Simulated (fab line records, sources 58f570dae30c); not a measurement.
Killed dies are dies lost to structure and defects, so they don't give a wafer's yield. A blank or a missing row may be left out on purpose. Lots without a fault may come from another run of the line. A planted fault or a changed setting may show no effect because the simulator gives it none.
Which tool did it? | flow berkeley_cmos170 | 15 lots, 45 wafers sampled, at 1 step of a route of 331

WHAT THE GAUGES READ, wafer by wafer
The record holds no reading of a measuring or inspecting step that can be judged against a usual standard deviation.

WHICH TOOL RAN EACH LOT (tool, then ch and the chambers of the sampled wafers, then the start)
lot  | UCB170_V1_EXPOSE_09
L663 | krf_scanner-01 ch 0, day 7 17:53
L662 | krf_scanner-01 ch 0, day 7 18:23
L664 | krf_scanner-02 ch 0, day 7 18:44
L671 | krf_scanner-01, day 9 11:17
L670 | krf_scanner-02, day 9 11:35
L669 | krf_scanner-02, day 9 13:43
L675 | krf_scanner-02 ch 0, day 9 21:31
L678 | krf_scanner-02 ch 0, day 10 16:31
L681 | krf_scanner-01 ch 0, day 11 03:32
L680 | krf_scanner-02 ch 0, day 11 03:47
L679 | krf_scanner-01 ch 0, day 11 04:00
L682 | krf_scanner-02 ch 0, day 11 07:19
L683 | krf_scanner-02 ch 0, day 11 07:26
L684 | krf_scanner-02 ch 0, day 12 06:56
L685 | krf_scanner-01 ch 0, day 12 17:56
- UCB170_V1_EXPOSE_09: exposes mask VIA1, target cd 700 nm.

WHAT THE TOOLS THEMSELVES READ (means of the sampled wafers that have a number; where no wafer has one, the mark that the record gives instead)
UCB170_V1_EXPOSE_09. Usual: exposure_dose_mJ_cm2 37.04, standard deviation 0.15; focus_offset_nm -0.1 nm, standard deviation 0.59; reticle_temp_C 22.98 C, standard deviation 0.097.
lot  | tool           | exposure_dose_mJ_cm2 | focus_offset_nm (nm) | reticle_temp_C (C) | flag
L663 | krf_scanner-01 | 36.96                | -0.5                 | 23.04              |
L662 | krf_scanner-01 | 36.96                | 0.5                  | 22.88              |
L664 | krf_scanner-02 | 36.97                | -0.4                 | 22.98              |
L671 | krf_scanner-01 | -                    | -                    | -                  | OFF
L670 | krf_scanner-02 | -                    | -                    | -                  | OFF
L669 | krf_scanner-02 | -                    | -                    | -                  | OFF
L675 | krf_scanner-02 | 36.94                | -0.1                 | 22.99              |
L678 | krf_scanner-02 | 36.96                | 0.7                  | 22.99              |
L681 | krf_scanner-01 | 37.40                | -0.4                 | 22.94              |
L680 | krf_scanner-02 | 36.97                | 0.0                  | 22.97              |
L679 | krf_scanner-01 | 37.36                | -0.7                 | 22.97              |
L682 | krf_scanner-02 | 37.03                | 0.2                  | 23.10              |
L683 | krf_scanner-02 | 36.97                | 0.0                  | 22.99              |
L684 | krf_scanner-02 | 36.95                | 0.1                  | 22.98              |
L685 | krf_scanner-01 | 37.43                | 0.4                  | 23.07              |

THE ANSWER, worked out from the rows above alone
Rule: a lot is off if the mean of its wafers that have a number lies more than 3 standard deviations from the usual mean. A lot without any number at a reading at which 4 lots or more have one is off too. The other lots that the step has rows for count as sound. The gauges are gone through in route order, then the tools' own readings, and for those a lot's mean is taken as printed above. The first step at which some lot is off is used, and at that step the reading that is off furthest; a lot without a number counts as furthest.
Off: L671, L670, L669, at UCB170_V1_EXPOSE_09 (exposure_dose_mJ_cm2). Without a number there: L671, L670, L669.
A tool fits if, at that step or a process step before it, it ran every lot that is off, and no sound lot after the first of them. None of those tried fits.

WHAT THE SIMULATOR HAD PUT IN
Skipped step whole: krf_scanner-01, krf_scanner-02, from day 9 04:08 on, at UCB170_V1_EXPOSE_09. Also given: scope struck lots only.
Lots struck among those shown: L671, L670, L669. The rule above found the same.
